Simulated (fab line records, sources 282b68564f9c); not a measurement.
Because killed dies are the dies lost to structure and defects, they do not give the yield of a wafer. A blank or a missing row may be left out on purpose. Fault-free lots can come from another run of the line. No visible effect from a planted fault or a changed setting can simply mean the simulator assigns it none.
What tool caused it?    flow ritCmos    14 lots, 42 wafers sampled, at 3 steps of a route of 202

== WHAT THE GAUGES SHOWED, per wafer ==
RIT_PLDD_OVL_MEAS_06. Usual: PLDD_OVL 0.5 nm, standard deviation 1.6.
lot   measured     on          PLDD_OVL (nm)   flag
L890  day 2 23:31  overlay-02  -0.8 -2.6 -0.7  
L891  day 3 05:30  overlay-01  0.0 1.7 1.6     
L892  day 3 09:50  overlay-01  2.3 0.8 -0.5    
L894  day 3 20:19  overlay-01  2.5 1.3 0.4     
L895  day 4 00:41  overlay-01  0.1 -1.2 -0.9   
L898  day 4 17:04  overlay-02  -0.7 0.6 1.1    
L901  day 5 04:05  overlay-02  3.0 4.4 3.3     
L902  day 5 08:32  overlay-01  -0.3 0.0 0.5    
L903  day 5 17:33  overlay-02  -3.2 -0.1 -0.6  
L904  day 5 19:50  overlay-01  -2.0 1.6 -0.5   
L905  day 6 02:32  overlay-01  -0.4 -0.6 -0.1  
L907  day 6 12:50  overlay-02  0.6 1.4 1.3     
L912  day 7 14:27  overlay-01  -1.9 -1.4 0.9   
L913  day 7 18:37  overlay-02  1.3 1.0 2.7     

RIT_CONTACT_CD_MEAS_08: the cd target is 1000 nm. Usual: 1000.2 nm for cdNm, sd 1.8.
lot   measured     on        cdNm (nm)             flag
L890  day 3 10:13  cdSem-02  1000.6 1001.9 1002.6  
L891  day 3 17:19  cdSem-02  998.9 999.1 1001.2    
L892  day 3 20:47  cdSem-02  1000.4 997.7 1000.5   
L894  day 4 04:51  cdSem-01  997.7 997.7 998.1     
L895  day 4 09:25  cdSem-01  1001.0 1000.7 998.8   
L898  day 5 03:04  cdSem-01  994.8 998.0 998.7     
L901  day 5 12:50  cdSem-01  999.9 998.0 1001.2    
L902  day 5 17:19  cdSem-01  1001.5 1000.5 1001.7  
L903  day 6 02:47  cdSem-01  1000.6 1001.4 1001.4  
L904  day 6 04:37  cdSem-01  1000.5 1000.6 1001.4  
L905  day 6 11:47  cdSem-01  999.4 1000.3 1001.8   
L907  day 6 21:38  cdSem-01  1003.3 1002.0 1003.3  
L912  day 8 00:00  cdSem-01  1001.6 1000.6 1000.2  
L913  day 8 03:30  cdSem-02  1001.9 999.4 1001.3   

== EACH LOT AND THE TOOL THAT RAN IT (in order: tool; ch and the chambers of the sampled wafers; start) ==
lot   RIT_PRETRO_STRIP_09
L890  plasmaAsher-04 ch 0,1, day 2 09:01
L891  plasmaAsher-01 ch 0,1, day 2 15:22
L892  plasmaAsher-01 ch 0,1, day 2 21:31
L894  plasmaAsher-04 ch 0,1, day 3 04:03
L895  plasmaAsher-04 ch 0,1, day 3 11:14
L898  plasmaAsher-04 ch 0,1, day 4 03:43
L901  plasmaAsher-04 ch 0, day 4 15:12
L902  plasmaAsher-01 ch 0,1, day 4 21:01
L903  plasmaAsher-04 ch 0,1, day 5 02:51
L904  plasmaAsher-04 ch 0,1, day 5 07:14
L905  plasmaAsher-02 ch 0,1, day 5 12:19
L907  plasmaAsher-02 ch 0,1, day 5 22:28
L912  plasmaAsher-04 ch 0,1, day 6 22:25
L913  plasmaAsher-04 ch 0,1, day 7 05:04
- RIT_PRETRO_STRIP_09: strips in O2, time 180 s.

== AS READ BY THE TOOLS THEMSELVES (means over the sampled wafers that have a number; for cases with no such wafer, the mark the record gives instead) ==
RIT_PRETRO_STRIP_09. Usual: chamberPressureMTorr 4001 mTorr, standard deviation 3.4; drypumpMotorCurrentA 6.0 A, standard deviation 0.35.
lot   tool            chamberPressureMTorr (mTorr)  drypumpMotorCurrentA (A)  flag
L890  plasmaAsher-04  3999                          6.0                       
L891  plasmaAsher-01  4001                          6.2                       
L892  plasmaAsher-01  4003                          6.2                       
L894  plasmaAsher-04  4000                          6.1                       
L895  plasmaAsher-04  4002                          6.0                       
L898  plasmaAsher-04  4001                          6.1                       
L901  plasmaAsher-04  4000                          6.0                       
L902  plasmaAsher-01  4003                          6.0                       
L903  plasmaAsher-04  4006                          6.0                       
L904  plasmaAsher-04  3997                          6.1                       
L905  plasmaAsher-02  4003                          6.1                       
L907  plasmaAsher-02  4003                          5.7                       
L912  plasmaAsher-04  4003                          6.1                       
L913  plasmaAsher-04  4003                          6.0                       

== THE ANSWER, worked out from the rows above alone ==
Rule: lot off if the mean of its wafers having a number is beyond 3 standard deviations from the usual mean. Also off: a lot with no number at a reading for which 4 or more lots have one. Any other lot the step has rows for is counted as sound. Order of review: gauges by route order, followed by the tools' own readings, for which a lot's mean as printed above is used. The first step at which some lot is off is used, and at that step the reading that is off furthest; a lot without a number counts as furthest.
No lot is off on any of the readings shown, so nothing can be concluded from this.

== WHAT THE SIMULATOR PUT IN ==
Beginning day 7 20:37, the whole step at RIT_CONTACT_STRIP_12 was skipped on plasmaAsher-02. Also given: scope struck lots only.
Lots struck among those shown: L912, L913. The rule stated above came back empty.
